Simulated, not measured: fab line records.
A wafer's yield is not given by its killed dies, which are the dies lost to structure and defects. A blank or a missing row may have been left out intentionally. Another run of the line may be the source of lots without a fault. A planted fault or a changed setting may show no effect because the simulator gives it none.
Comparing a struck lot with a sound one :: flow berkeleyCmos170 :: 16 steps out of a route of 331
Sound: the wafers L237.2, L237.3, L237.5. Struck: wafer L250.3 (left out: L250.1, L250.2 of the same lot, which were not struck); the cause appears at the end.
For every step that has rows: the tool of each side, followed by ch and its chambers, followed by its first start. Under that, the readings that differ: sound wafers :: struck wafers :: difference of the means :: sigmas: that difference in standard deviations of wafers without a fault.
alike: readings whose means differ by less than 2 such deviations, and words and numbers that are the same on both sides. not compared: withheld readings, readings that some wafer has no value for, bounds like >300 that may hide the same value, and numbers for which the record gives no deviation and whose values overlap.
Wherever a step has rows on one side only, a row that says differs or no value, or a row with sigmas, the two part there. When numbers do not overlap yet have no deviation, they are printed without sigmas and do not part them. A reading that every wafer of one side lacks parts them only if that side has two wafers or more.

first, 6 steps without rows for these wafers: UCB170_M2_COAT_09; UCB170_M2_COAT_10 (resist thk 900 nm); UCB170_M2_SOFTBAKE_11 (time 60 s); UCB170_M2_EXPOSE_12 (exposes mask METAL2, target cd 700 nm); UCB170_M2_PEB_13; UCB170_M2_DEVELOP_14 (develop time 45 s).
UCB170_M2_CD_MEAS_15 targets a cd of 700 nm.
  sound on cdSem-01 at day 10 02:14; struck on cdSem-02 at day 13 19:40
  alike: cdNm
UCB170_M2_OVL_MEAS_16:
  sound on overlay-02 at day 10 02:20; struck on overlay-02 at day 13 19:47
  alike: M2_OVL
UCB170_M2_ETCH_17: etches BARC in N2/H2.
  sound on rieDiel-04 ch 0,3, day 10 02:22; struck on rieDiel-04 ch 1, day 13 19:50
  alike: drypumpMotorCurrentA, oesProductAu, throttleValvePct
UCB170_M2_METAL_ETCH_18: etches Al in Cl2/BCl3, stops on SiO2, target depth 1170 nm, time 195 s.
  sound on rieMetal-02 ch 0,1, day 10 02:25; struck on rieMetal-03 ch 0, day 13 19:52
  alike: drypumpMotorCurrentA, oesProductAu, throttleValvePct
  not compared: rfHoursCounterH
UCB170_M2_STRIP_19: strips in O2.
  sound on plasmaAsher-02 ch 0,1, day 10 02:36; struck on plasmaAsher-01 ch 0, day 13 20:04
reading: drypumpMotorCurrentA (A)
sound: 6.20 6.22 5.62
struck: 5.45
difference: -0.56
sigmas: -2
  alike: oesProductAu
  not compared: rfHoursCounterH
UCB170_M2_CD_MEAS_90 targets a cd of 700 nm.
  sound on cdSem-01 at day 10 02:43; struck on cdSem-01 at day 13 20:10
reading: cdNm (nm)
sound: 699.3 700.9 701.7
struck: 692.3
difference: -8.3
sigmas: -3
UCB170_V2_CVD_00: deposits SiO2 from TEOS/O2, target thk 2000 nm, time 250 s.
  sound on pecvd-04 ch 0,2, day 10 02:49; struck on pecvd-01 ch 2, day 13 20:17
reading: runLengthS (s)
sound: 277.0 278.2 277.9
struck: 243.4
difference: -34.3
sigmas: -55

reading: model.SiO2_of_V2_CVD_00.thkNm (nm)
sound: 1975 1984 2042
struck: 1740
difference: -260
sigmas: 
  alike: heaterPowerW
UCB170_V2_THK_MEAS_01:
  sound on filmMetro-04 at day 10 02:59; struck on filmMetro-03 at day 13 20:26
reading: V2_TEOS_THK (nm)
sound: 1975 1983 2042
struck: 1740
difference: -260
sigmas: -10
UCB170_V2_CMP_02: polishes SiO2.
  sound on cmp-01 ch 0,2,3, day 10 03:05; struck on cmp-02 ch 2, day 13 20:29
  alike: motorCurrentA
UCB170_M3_PROBE_99:
  sound wafers here have rows in the record (prober-02, day 10 11:41); struck ones have none

WHERE THEY PART
Earliest at UCB170_M2_STRIP_19; latest, in this record, at UCB170_M3_PROBE_99.

WHY: what the simulator had put in
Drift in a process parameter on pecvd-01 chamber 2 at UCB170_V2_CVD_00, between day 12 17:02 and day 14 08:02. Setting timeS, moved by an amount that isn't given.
